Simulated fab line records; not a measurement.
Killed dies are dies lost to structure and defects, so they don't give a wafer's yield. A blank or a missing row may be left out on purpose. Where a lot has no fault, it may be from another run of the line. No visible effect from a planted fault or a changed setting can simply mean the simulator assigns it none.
One fault seen from 2 desks || flow ritCmos || only its own numbers are on each desk; what lay behind them is given at the end

## AT THE TOOL OWNER'S DESK: rtpAnneal-02
The tool's own readings at RIT_SILICIDE_RTA_06 (time 10 s, ramp up 5 s, ramp down 10 s): means of the sampled wafers that have a number, for each lot that ran on this tool. The brackets show how far a lot's mean lies from the usual mean; more than 4 standard deviations puts the lot out of limits, marked OUT.
Columns: A = wafer_temp_C_max at RIT_SILICIDE_RTA_06, usual 752.5
{"lot": "L264", "first seen here": "day 3 11:26", "A": 752.2}
{"lot": "L272", "first seen here": "day 5 02:02", "A": 752.1}
{"lot": "L274", "first seen here": "day 5 14:36", "A": 751.9}
This desk's verdict: no lot among the 3 shows anything out of limits.

## THE METROLOGY DESK
Lot by lot, what the gauges showed, no matter which tool ran the lot: averages of those sampled wafers that carry a number. The brackets show how far a lot's mean lies from the usual mean; more than 4 standard deviations puts the lot out of limits, marked OUT. It has 14 readings; the 7 that lie furthest out on some lot are the ones shown.
Columns: A = NSD_RS at RIT_SDANNEAL_RS_MEAS_05, usual 84.6 ohm/sq; B = cdNm at RIT_CONTACT_CD_MEAS_08, usual 999.8 nm; C = cdNm at RIT_CONTACT_CD_MEAS_90, usual 999.8 nm; D = M1_AL_RS at RIT_M1_RS_MEAS_01, usual 0.0731 ohm/sq; E = M1_AL_THK at RIT_M1_THK_MEAS_02, usual 397 nm; F = cdNm at RIT_M1_CD_MEAS_09, usual 2600.2 nm; G = M1_OVL at RIT_M1_OVL_MEAS_10, usual 0.1 nm
{"lot": "L264", "first seen here": "day 3 10:30", "A": 84.4, "B": 1000.4, "C": 1000.3, "D": 0.0728, "E": 397, "F": 2598.1, "G": 0.1}
{"lot": "L267", "first seen here": "day 4 03:25", "A": 85.2, "B": 1003.8, "C": 1004.0, "D": 0.0722, "E": 401, "F": 2597.0, "G": -0.3}
{"lot": "L272", "first seen here": "day 5 01:02", "A": 84.7, "B": 997.7, "C": 997.7, "D": 0.0737, "E": 394, "F": 2597.8, "G": -0.0}
{"lot": "L274", "first seen here": "day 5 13:41", "A": 84.2, "B": 998.4, "C": 998.8, "D": 0.0733, "E": 396, "F": 2601.2, "G": 0.9}
{"lot": "L277", "first seen here": "day 6 05:41", "A": 84.6, "B": 1001.0, "C": 1001.0, "D": 0.0717, "E": 403, "F": 2600.8, "G": 2.5}
{"lot": "L279", "first seen here": "day 6 17:11", "A": 84.6, "B": 998.4, "C": 998.6, "D": 0.0723, "E": 402, "F": 2598.2, "G": -1.1}
This desk's verdict: no lot among the 6 shows anything out of limits.

## BROUGHT TOGETHER
The tool owner's desk saw nothing out of limits.
Metrology desk: nothing out of limits seen.

## WHAT HAD BEEN PUT IN BY THE SIMULATOR
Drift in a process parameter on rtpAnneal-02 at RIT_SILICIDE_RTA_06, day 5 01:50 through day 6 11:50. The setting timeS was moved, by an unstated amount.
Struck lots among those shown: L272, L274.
